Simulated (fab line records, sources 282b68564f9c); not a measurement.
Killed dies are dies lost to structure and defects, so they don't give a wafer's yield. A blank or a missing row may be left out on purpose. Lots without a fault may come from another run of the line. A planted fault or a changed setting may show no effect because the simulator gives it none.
A struck lot beside a sound one | flow rit_cmos | 14 steps out of a route of 202
Sound: wafers L251.3, L251.4, L251.6. Struck: wafers L245.1, L245.2, L245.3. The cause comes at the end.
At each step with rows: each side's tool, then ch and its chambers, then its first start. Under that, the readings that differ: sound wafers | struck wafers | difference of the means | sigmas: that difference in standard deviations of wafers without a fault.
alike: readings whose means differ by less than 2 such deviations, and words and numbers that are the same on both sides. not compared: withheld readings, readings that some wafer has no value for, bounds like >300 that may hide the same value, and numbers for which the record gives no deviation and whose values overlap.
The two part at a step that has a row with sigmas, a row that says differs or no value, or rows on one side only. Numbers that don't overlap but have no deviation are shown without sigmas and don't part them. A reading that every wafer of one side lacks parts them only if that side has two wafers or more.

first, 1 step without rows for these wafers: RIT_PWELL_DEVELOP_05 (develop time 68 s).
RIT_PWELL_OVL_MEAS_06:
  sound on overlay-01, day 5 12:17; struck on overlay-02, day 4 08:59
  alike: PWELL_OVL
then, 2 steps without rows for these wafers: RIT_PWELL_HARDBAKE_07 (time 120 s); RIT_PWELL_IMPLANT_08.
RIT_PWELL_STRIP_09: strips in O2, time 180 s.
  sound on plasma_asher-01 ch 0,1, day 5 12:46; struck on plasma_asher-03 ch 0,1, day 4 09:25
  alike: drypump_motor_current_A
  not compared: rf_hours_counter_h
RIT_PWELL_TW_MEAS_10:
  sound on film_metro-02, day 5 12:53; struck on film_metro-03, day 4 09:36
  alike: PWELL_TW
then, 1 step without rows for these wafers: RIT_WELLDRIVE_ANNEAL_00 (time 14700 s).
RIT_WELLDRIVE_RS_MEAS_01: measures by four-point-probe.
  sound on film_metro-03, day 5 18:41; struck on film_metro-03, day 4 14:44
  alike: NWELL_RS
RIT_WELLDRIVE_RS_MEAS_02: measures by four-point-probe.
  sound on film_metro-03, day 5 18:49; struck on film_metro-03, day 4 14:52
  alike: PWELL_RS
then, 3 steps without rows for these wafers: RIT_NRETRO_HMDS_00 (prime time 60 s); RIT_NRETRO_COAT_01 (resist thk 1300 nm); RIT_NRETRO_SOFTBAKE_02 (time 60 s).
RIT_NRETRO_EXPOSE_03: exposes mask M4, target cd 43900 nm.
  sound on iline_stepper-02 ch 0, day 5 19:23; struck on iline_stepper-02, day 4 15:33
  no value came back on the struck wafers for exposure_dose_mJ_cm2, focus_offset_nm (nm); on the sound wafers exposure_dose_mJ_cm2 reads 249.79 249.89 249.88
  alike: mask
then, 1 step without rows for these wafers: RIT_NRETRO_PEB_04.

WHERE THEY PART
Only at RIT_NRETRO_EXPOSE_03, within this record.

WHY: what the simulator had put in
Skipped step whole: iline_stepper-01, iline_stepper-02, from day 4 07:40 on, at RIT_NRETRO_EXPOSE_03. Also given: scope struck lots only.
